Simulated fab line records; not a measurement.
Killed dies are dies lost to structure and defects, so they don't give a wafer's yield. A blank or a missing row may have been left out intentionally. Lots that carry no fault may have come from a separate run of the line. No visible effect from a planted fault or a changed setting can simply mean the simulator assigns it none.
fab line records	flow rit-cmos
[record] lots = 15	wafers = 45	last-day = 7
route steps=202 shown NWELL@36 M1@202
lots untouched by any fault: they come from a run of this same line in which no faults occurred
start-h: hours from the record's first day to the start of the lot's first wafer shown	wait-h: how many hours have passed since the lot's step before this one	" identical to the entry in the row above	L1.1+2: one row covering several wafers at once	- value missing, or start not given	* or withheld: withheld	< > ~ a bound
route shown NAME@n: names a module that has steps shown in the file, with the first one's number in the route	usual: mean/standard deviation of fault-free wafers	same: alike in all rows	chamber/n: place in a boat	sites: the reading at each site	_std_site: their standard deviation	_edge_site: mean of outer sites minus mean of inner sites	radius-mm: how far each site lies from the wafer's centre	mask NAME#n: copy n	behind: the most recent tool/chamber to have shaped the wafer	hold: the reason the lot was held/the length of the hold in hours/how it ended	device: the n, p or np transistor that did not switch	end of line: tests run on the same wafers once the route is complete	for a step that has no rows: nothing shown but its recipe	killed: dies lost to structure and defects at the first sort, not the wafer's yield	map: dies across one wafer; x = killed, . = not, _ = none there
set.NAME: setting as actually run; set.NAME@STEP: the setting as run at that earlier step	model.NAME: the simulator's own value behind a step, which no gauge read
steps of the route over a sample of lots; a table a step, a row a wafer
services: from which hour (start-h, from the record's first day; less than 0 if before it) a tool's chamber was out of use, for how many hours, and why
[[steps]]
[step RIT_NWELL_IMPLANT_08]
[recipe] species = P	energy-kev = 170	dose-cm2 = 5e+13	tilt-deg = 7
[usual] beam-energy-keV = 170.00/0.051
lot.wafer	tool	chamber	start-h	wait-h	beam-energy-keV
L634.1	implanter-03	0	20.59	0.2	170.01
L634.3	"	0	"	"	169.97
L634.4	"	0	"	"	169.97
L635.2	implanter-04	0	27.53	0.2	169.98
L635.4	"	0	"	"	170.00
L635.5	"	0	"	"	169.99
L638.1	implanter-04	0	43.58	0.2	169.98
L638.4	"	0	"	"	169.91
L638.5	"	0	"	"	169.97
L639.2	implanter-04	0	47.81	0.2	169.91
L639.3	"	0	"	"	169.91
L639.5	"	0	"	"	169.99
L640.2	implanter-03	0	52.42	0.2	170.01
L640.4	"	0	"	"	170.08
L640.5	"	0	"	"	169.99
L641.2	implanter-04	0	58.01	0.2	170.02
L641.5	"	0	"	"	169.97
L641.6	"	0	"	"	169.96
L643.1	implanter-04	0	67.70	0.2	170.01
L643.2	"	0	"	"	170.02
L643.4	"	0	"	"	169.96
L644.2	implanter-01	0	72.33	0.2	170.03
L644.3	"	0	"	"	169.94
L644.4	"	0	"	"	170.03
L645.2	implanter-01	0	79.06	0.2	170.04
L645.5	"	0	"	"	169.95
L645.6	"	0	"	"	170.02
L652.3	implanter-04	0	113.34	0.2	178.27
L652.4	"	0	"	"	178.35
L652.5	"	0	"	"	178.26
L653.1	implanter-04	0	116.70	0.2	178.24
L653.2	"	0	"	"	178.26
L653.4	"	0	"	"	178.16
L654.1	implanter-04	0	123.22	0.2	178.21
L654.2	"	0	"	"	178.22
L654.5	"	0	"	"	178.20
L655.3	implanter-03	0	129.86	0.2	170.05
L655.4	"	0	"	"	169.98
L655.6	"	0	"	"	169.96
L656.2	implanter-03	0	132.66	0.2	170.00
L656.3	"	0	"	"	169.98
L656.5	"	0	"	"	169.93
L657.2	implanter-03	0	136.20	0.2	170.00
L657.5	"	0	"	"	170.01
L657.6	"	0	"	"	170.06
[step RIT_M1_PROBE_99]
[usual] killed_at_M0_to_M3 = 0.0/0.12	killed-at-contacts = 0.1/0.25	killed-at-front-end = 6.3/2.9	killed-dies = 6.4/2.8	killed-open = 3.3/2	killed-short = 3.1/2
[same] gross-dies = 264	killed_at_M4_up = 0	killed-at-back-side = 0	killed-at-other = 0
lot.wafer	tool	chamber	start-h	wait-h	killed_at_M0_to_M3	killed-at-contacts	killed-at-front-end	killed-dies	killed-open	killed-short
L639.2	prober-02	-	83.61	0.1	0	0	9	9	2	7
L639.3	prober-02	-	83.66	0.2	0	0	6	6	1	5
L639.5	prober-02	-	83.76	0.2	0	0	4	4	1	3
L640.2	prober-01	-	89.24	0.1	0	0	3	3	2	1
L640.4	prober-01	-	89.34	0.2	0	0	9	9	5	4
L640.5	prober-01	-	89.39	0.2	0	0	5	5	2	3
L641.2	prober-02	-	98.07	0.1	0	0	5	5	3	2
L641.5	prober-02	-	98.22	0.2	0	0	9	9	4	5
L641.6	prober-02	-	98.27	0.2	0	0	5	5	2	3
L645.2	prober-01	-	116.59	0.1	0	1	9	10	2	8
L645.5	prober-01	-	116.74	0.2	0	0	5	5	3	2
L645.6	prober-01	-	116.79	0.2	0	0	7	7	3	4
L652.3	prober-02	-	150.57	0.2	0	0	8	8	4	4
L652.4	prober-02	-	150.62	0.2	0	0	5	5	3	2
L652.5	prober-02	-	150.67	0.2	0	0	6	6	5	1
L653.1	prober-01	-	153.11	0.1	0	0	4	4	3	1
L653.2	prober-01	-	153.16	0.1	0	0	10	10	3	7
L653.4	prober-01	-	153.26	0.2	0	0	5	5	4	1
// killed by level:class
L639.2 SPACER:geometric-particle:short=3 REOX:geometric-particle:short=2 FOX1:geometric-particle:short=1 GATE:geometric-particle:open=1 GATE:geometric-particle:short=1 SPACER:geometric-particle:open=1
L639.3 FOX1:geometric-particle:short=2 SILICIDE:geometric-particle:short=2 FOX1:geometric-particle:open=1 REOX:geometric-particle:short=1
L639.5 SPACER:geometric-particle:short=2 GATE:geometric-particle:short=1 SILICIDE:geometric-particle:open=1
L640.2 GATE:geometric-particle:open=2 REOX:geometric-particle:short=1
L640.4 GATE:geometric-particle:open=2 GATE:geometric-particle:short=2 REOX:geometric-particle:open=2 FOX1:geometric-particle:open=1 FOX2:geometric-particle:short=1 REOX:geometric-particle:short=1
L640.5 FOX2:geometric-particle:short=2 GATE:geometric-particle:open=1 GATE:geometric-particle:short=1 REOX:geometric-particle:open=1
L641.2 FOX1:geometric-particle:open=1 FOX1:geometric-particle:short=1 FOX2:geometric-particle:short=1 SPACER:geometric-particle:open=1 SILICIDE:geometric-particle:open=1
L641.5 FOX2:geometric-particle:short=2 FOX2:geometric-particle:open=2 FOX1:geometric-particle:short=1 GATE:geometric-particle:open=1 GATE:geometric-particle:short=1 REOX:geometric-particle:open=1 SILICIDE:geometric-particle:short=1
L641.6 FOX1:geometric-particle:short=2 SPACER:geometric-particle:open=1 SILICIDE:geometric-particle:short=1 SILICIDE:geometric-particle:open=1
L645.2 GATE:geometric-particle:short=2 SPACER:geometric-particle:short=2 FOX2:geometric-particle:short=1 REOX:geometric-particle:open=1 REOX:geometric-particle:short=1 SPACER:geometric-particle:open=1 SILICIDE:geometric-particle:short=1 CONTACT:geometric-particle:short=1
L645.5 FOX1:geometric-particle:short=2 FOX2:geometric-particle:open=1 GATE:geometric-particle:open=1 SILICIDE:geometric-particle:open=1
L645.6 SPACER:geometric-particle:open=2 SPACER:geometric-particle:short=2 FOX1:geometric-particle:short=1 GATE:geometric-particle:open=1 SILICIDE:geometric-particle:short=1
L652.3 SPACER:geometric-particle:open=2 FOX1:geometric-particle:short=1 FOX2:geometric-particle:open=1 GATE:geometric-particle:open=1 GATE:geometric-particle:short=1 SPACER:geometric-particle:short=1 SILICIDE:geometric-particle:short=1
L652.4 GATE:geometric-particle:short=2 FOX1:geometric-particle:open=1 GATE:geometric-particle:open=1 SPACER:geometric-particle:open=1
L652.5 GATE:geometric-particle:open=4 GATE:geometric-particle:short=1 REOX:geometric-particle:open=1
L653.1 GATE:geometric-particle:open=2 SILICIDE:geometric-particle:open=1 SILICIDE:geometric-particle:short=1
L653.2 GATE:geometric-particle:short=3 FOX2:geometric-particle:short=2 FOX1:geometric-particle:short=1 FOX2:geometric-particle:open=1 GATE:geometric-particle:open=1 REOX:geometric-particle:short=1 SILICIDE:geometric-particle:open=1
L653.4 SILICIDE:geometric-particle:open=2 FOX2:geometric-particle:open=1 REOX:geometric-particle:short=1 SPACER:geometric-particle:open=1
[[services]]
tool	chamber	start-h	hours	kind
implanter-01	-	28.34	3.4	repair
implanter-03	-	32.28	19.1	pm
implanter-01	-	32.32	5.6	pm
implanter-03	-	66.95	4.5	repair
implanter-03	-	102.65	3.2	repair
[[key]]
[first-sign] step = RIT_NWELL_IMPLANT_08	reading = beam-energy-keV	direction = up	sigmas = 99+	usual = 170.00	struck = 178.24
effect none on later readings
met-at RIT_NWELL_IMPLANT_08
struck-lots L652,L653,L654
tester-left-out L652,L653,L654
onset-between 67.70 113.34
[fault] kind = process-parameter-drift	tool = implanter-04	chamber = -	onset-h = 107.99	steps = RIT_NWELL_IMPLANT_08	channel = energy-kev	offset = 8.2498	shape = step	end-h = 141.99	acts-in = these-recipes-only	stated = 170
// tester-left-out: of these lots the tester's yield and bins aren't shown, on N5 and GAA mostly nor the transistor test; their killed dies are dies lost to structure and defects alone, not to doping, threshold or leakage, so they don't give the yield
